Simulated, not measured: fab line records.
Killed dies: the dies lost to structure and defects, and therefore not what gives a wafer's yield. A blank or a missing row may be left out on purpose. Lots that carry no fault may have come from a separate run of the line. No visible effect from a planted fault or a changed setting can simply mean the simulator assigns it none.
fab line records + flow berkeley_cmos170
record
- lots=6
- wafers=18
- last_day=11
route steps=331 shown START@1 ZERO@6
lots that met no fault: taken from a fault-free run of the same line
start_h: hours from the record's opening day to when the first of the lot's shown wafers began + wait_h: hours elapsed since this lot's preceding step + " as in the row above + L1.1+2: a single row standing in for several wafers + - no value, or no start given + * or withheld: withheld + < > ~ a bound
route shown NAME@n: a module of which the file shows steps, and the number in the route of the first + usual: mean/standard deviation taken from wafers without a fault + same: alike in all rows + chamber/n: place in a boat + sites: per-site readings + _std_site: the standard deviation of these + _edge_site: mean of outer sites minus mean of inner sites + radius_mm: for every site, how far away it sits from the centre of the wafer + mask NAME#n: copy n + behind: the most recent tool/chamber to have shaped the wafer + hold: what put the lot on hold/how long, in hours/how the hold closed + device: names the non-switching transistor (n, p or np) + end of line: at the end of the route, the tests of the same wafers + where a step has no rows: the recipe by itself + killed: count of dies lost to structure and defects at first sort (not the wafer's yield) + map: the dies of a wafer, with x for killed, . for not killed, _ for no die there
set.NAME: setting as actually run; set.NAME@STEP: the setting as run at that earlier step + model.NAME: the simulator's own value behind a step, which no gauge read
lots at selected steps of the route; one table per step, one row per wafer
services: a tool's chamber out of use, with start hour (start_h, from the record's first day; less than 0 if before it), hours out, and reason
## steps
# step UCB170_START_BOW_MEAS_00
# recipe
- mode=bow
# usual
- INCOMING_BOW=-1/6
| lot.wafer | tool          | chamber | start_h | wait_h | INCOMING_BOW[um] |
|-----------|---------------|---------|---------|--------|------------------|
| L986.2    | film_metro-02 | -       | 20.03   | -      | 0                |
| L986.4    | "             | -       | "       | "      | -7               |
| L986.6    | "             | -       | "       | "      | 7                |
| L987.2    | film_metro-03 | -       | 25.02   | -      | -4               |
| L987.3    | "             | -       | "       | "      | 1                |
| L987.5    | "             | -       | "       | "      | -3               |
| L997.1    | film_metro-03 | -       | 75.00   | -      | -5               |
| L997.2    | "             | -       | "       | "      | -1               |
| L997.4    | "             | -       | "       | "      | -5               |
| L998.1    | film_metro-03 | -       | 80.00   | -      | -4               |
| L998.2    | "             | -       | "       | "      | -9               |
| L998.3    | "             | -       | "       | "      | -2               |
| L104.1    | film_metro-02 | -       | 110.00  | -      | -6               |
| L104.2    | "             | -       | "       | "      | -8               |
| L104.4    | "             | -       | "       | "      | 0                |
| L105.1    | film_metro-02 | -       | 115.00  | -      | 0                |
| L105.3    | "             | -       | "       | "      | 7                |
| L105.6    | "             | -       | "       | "      | 7                |
# step UCB170_START_CLEAN_01
# recipe
- chemistry=dHF
- dilution=25:1
- time_s=60
# step UCB170_START_OXIDATION_02
# recipe
- temp_c=945.6
- ambient=O2
- target_thk_a=200
- ox_time_s=1800
# step UCB170_START_THK_MEAS_03
# recipe
- reads=SiO2_of_START_OXIDATION_02
# usual
- START_OXIDE_THK=19.0/0.46
| lot.wafer | tool          | chamber | start_h | wait_h | START_OXIDE_THK[nm] |
|-----------|---------------|---------|---------|--------|---------------------|
| L986.2    | film_metro-02 | -       | 23.41   | 0.0    | 18.6                |
| L986.4    | "             | -       | "       | "      | 18.4                |
| L986.6    | "             | -       | "       | "      | 18.4                |
| L987.2    | film_metro-03 | -       | 28.85   | 0.0    | 18.7                |
| L987.3    | "             | -       | "       | "      | 19.0                |
| L987.5    | "             | -       | "       | "      | 19.0                |
| L997.1    | film_metro-01 | -       | 80.18   | 0.0    | 19.2                |
| L997.2    | "             | -       | "       | "      | 18.9                |
| L997.4    | "             | -       | "       | "      | 19.0                |
| L998.1    | film_metro-02 | -       | 84.28   | 0.0    | 18.6                |
| L998.2    | "             | -       | "       | "      | 18.7                |
| L998.3    | "             | -       | "       | "      | 18.4                |
| L104.1    | film_metro-01 | -       | 112.52  | 0.0    | 18.6                |
| L104.2    | "             | -       | "       | "      | 18.1                |
| L104.4    | "             | -       | "       | "      | 18.2                |
| L105.1    | film_metro-01 | -       | 118.44  | 0.0    | 18.6                |
| L105.3    | "             | -       | "       | "      | 18.7                |
| L105.6    | "             | -       | "       | "      | 19.3                |
# step UCB170_START_ANNEAL_04
# recipe
- temp_c=950
- time_s=1200
- ambient=N2
# step UCB170_ZERO_HMDS_00
# recipe
- prime_time_s=60
- prime_temp_c=100
# step UCB170_ZERO_COAT_01
# recipe
- resist=KrF
- spin_rpm=1500
- resist_thk_nm=900
# step UCB170_ZERO_SOFTBAKE_02
# recipe
- resist=KrF
- temp_c=130
- time_s=60
# step UCB170_ZERO_EXPOSE_03
# recipe
- mask_id=PM_MARKS
- na=0.5
- sigma_outer=0.6
- source_shape=conventional
- target_cd_nm=4000
- dose_mj=30
# step UCB170_ZERO_PEB_04
# recipe
- peb_temp_c=130
- peb_time_s=withheld
- resist=KrF
# usual
- chill_plate_temp_C=23.00/0.1
- exhaust_pa=45.0/0.87
| lot.wafer | tool           | chamber | start_h | wait_h | chill_plate_temp_C | exhaust_pa |
|-----------|----------------|---------|---------|--------|--------------------|------------|
| L986.2    | litho_track-02 | 0       | 29      | -      | 23.00              | 44.8       |
| L986.4    | "              | 0       | "       | "      | 23.01              | 45.4       |
| L986.6    | "              | 0       | "       | "      | 22.86              | 44.4       |
| L987.2    | litho_track-04 | 0       | 31.83   | 0.1    | 22.85              | 43.6       |
| L987.3    | "              | 0       | "       | "      | 22.97              | 44.2       |
| L987.5    | "              | 0       | "       | "      | 22.98              | 44.2       |
| L997.1    | litho_track-04 | -       | 86.97   | 0.9    | -                  | -          |
| L997.2    | "              | -       | "       | "      | -                  | -          |
| L997.4    | "              | -       | "       | "      | -                  | -          |
| L998.1    | litho_track-04 | -       | 91.77   | 0.7    | -                  | -          |
| L998.2    | "              | -       | "       | "      | -                  | -          |
| L998.3    | "              | -       | "       | "      | -                  | -          |
| L104.1    | litho_track-01 | 0       | 117     | -      | 22.98              | 44.6       |
| L104.2    | "              | 0       | "       | "      | 23.18              | 44.8       |
| L104.4    | "              | 0       | "       | "      | 23.04              | 45.1       |
| L105.1    | litho_track-02 | 0       | 123.13  | 0.3    | 23.07              | 45.2       |
| L105.3    | "              | 0       | "       | "      | 23.02              | 44.3       |
| L105.6    | "              | 0       | "       | "      | 23.14              | 45.8       |
# step UCB170_ZERO_DEVELOP_05
# recipe
- developer=TMAH
- develop_time_s=45
- resist=KrF
- dev_temp_c=21
## services
| tool           | chamber | start_h | hours | kind                      |
|----------------|---------|---------|-------|---------------------------|
| litho_track-01 | -       | 50.09   | -     | consumable_replace:filter |
## key
first_sign
- step=UCB170_ZERO_PEB_04
- reading=tool_record
- direction=missing
effect none on later readings
met_at UCB170_ZERO_PEB_04
struck_wafers L997.1,L997.2,L997.4,L998.1,L998.2,L998.3
later_rows_left_out L997.1,L997.2,L997.4,L998.1,L998.2,L998.3
sort_left_out L997.1,L997.2,L997.4,L998.1,L998.2,L998.3
tester_left_out L997,L998
onset_between 31.83 86.97
fault
- kind=skipped_step_whole
- tool=litho_track-04
- chamber=-
- onset_h=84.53
- steps=UCB170_ZERO_PEB_04
- scope=struck_lots_only
# tester_left_out: of these lots the tester's yield and bins aren't shown, on N5 and GAA mostly nor the transistor test; their killed dies are dies lost to structure and defects alone, not to doping, threshold or leakage, so they don't give the yield
# sort_left_out: the simulated sort isn't trusted on such a fault, so these wafers' sort isn't shown, and their yield isn't known
# later_rows_left_out: the simulator's readings of these wafers behind a module that went badly wrong aren't trusted and aren't shown, but for the sort
